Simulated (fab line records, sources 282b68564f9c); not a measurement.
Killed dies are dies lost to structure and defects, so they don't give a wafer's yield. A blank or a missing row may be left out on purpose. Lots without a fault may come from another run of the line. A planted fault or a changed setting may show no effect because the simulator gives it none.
Problem report in the 8D (eight disciplines) form, filled by code | flow rit_cmos | the parts of the form that need people (team, actions taken, sign-off) are left out

1. THE PROBLEM
PWELL_TW at RIT_PWELL_TW_MEAS_10 reads a mean of 1043 on 6 wafers of 2 lots; wafers without a fault read 956 with a standard deviation of 6.9. That is +13 standard deviations from the usual mean.
First seen on wafer L298.1, day 3 19:21, on film_metro-04. The record holds 42 wafers of 14 lots with a number at this step. Rule for "out", or "out of limits": more than 4 standard deviations from the usual mean. The other wafers with a number count as sound.

2. WHAT IT IS AND WHAT IT IS NOT
question                    | is                           | is not
which readings at this step | PWELL_TW                     | -
which lots                  | L298, L304                   | L290, L292, L293, L294, L295, L297, L301, L303, L306, L307, L308, L312
which wafers of those lots  | all that have a number       | -
read on which gauges        | film_metro-02, film_metro-04 | film_metro-01
when                        | from day 3 19:21             | up to then (18 sound wafers); but 18 sound wafers of L301, L303, L306, L307, L308, L312 came after

3. SUSPECTS, AND WHAT RULES EACH OUT
Counting: a tool at a process step up to the reading stays a suspect if it ran every lot that is out and no sound lot after the first of them.
- the gauge at RIT_PWELL_TW_MEAS_10: ruled out. The wafers that are out were read on 2 gauges (film_metro-02, film_metro-04).
- implanter-02 at RIT_PWELL_IMPLANT_08: kept. It ran every lot that is out, first L298 (day 3 19:02), and no sound lot after that; its last sound lot up to then is L295 (day 3 07:02). Its own readings are out on those wafers: dose_ions_cm2, faraday_current_uA.
Left after counting: implanter-02 at RIT_PWELL_IMPLANT_08.

4. THE CAUSE (what the simulator had put in)
Process parameter drift: implanter-02, from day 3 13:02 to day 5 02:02, at RIT_PWELL_IMPLANT_08. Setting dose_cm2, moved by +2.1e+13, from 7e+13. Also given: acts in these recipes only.
Counting left only this tool.

5. THE CHAIN OF EFFECTS, in route order
Each row: a reading whose mean over the struck wafers that have a number lies more than 3 standard deviations from the usual. Only readings for which the record gives a usual standard deviation are gone through. hours: the time from each lot's start at the first step in this table that gives one to its start at this step, as a median over the lots. sigmas: the change in usual standard deviations.
hours | step                     | reading            | usual        | on struck wafers | change | sigmas
0     | RIT_PWELL_IMPLANT_08     | dose_ions_cm2      | 7e+13        | 9e+13            | +2e+13 | +99 or more
0     | RIT_PWELL_IMPLANT_08     | faraday_current_uA | 222          | 291              | +69    | +17
0     | RIT_PWELL_TW_MEAS_10     | PWELL_TW           | 956          | 1043             | +87    | +13
6     | RIT_WELLDRIVE_RS_MEAS_02 | PWELL_RS           | 429.7 ohm/sq | 365.3            | -64.4  | -59
The process steps in it:
- RIT_PWELL_IMPLANT_08

6. WHAT WOULD HAVE CAUGHT IT SOONER
In this record the first reading out of limits at a measuring or inspecting step was taken at day 3 19:21, 6 hours after the fault began at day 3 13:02.
The tool's own readings at RIT_PWELL_IMPLANT_08 were out on every struck wafer that the step has a row for (dose_ions_cm2, faraday_current_uA): an alarm limit on them would have fired on the first of those.
Of the lots that are out (2), L304 began RIT_PWELL_IMPLANT_08 on implanter-02 after day 3 19:21. A hold on the tool at that time would have spared it.
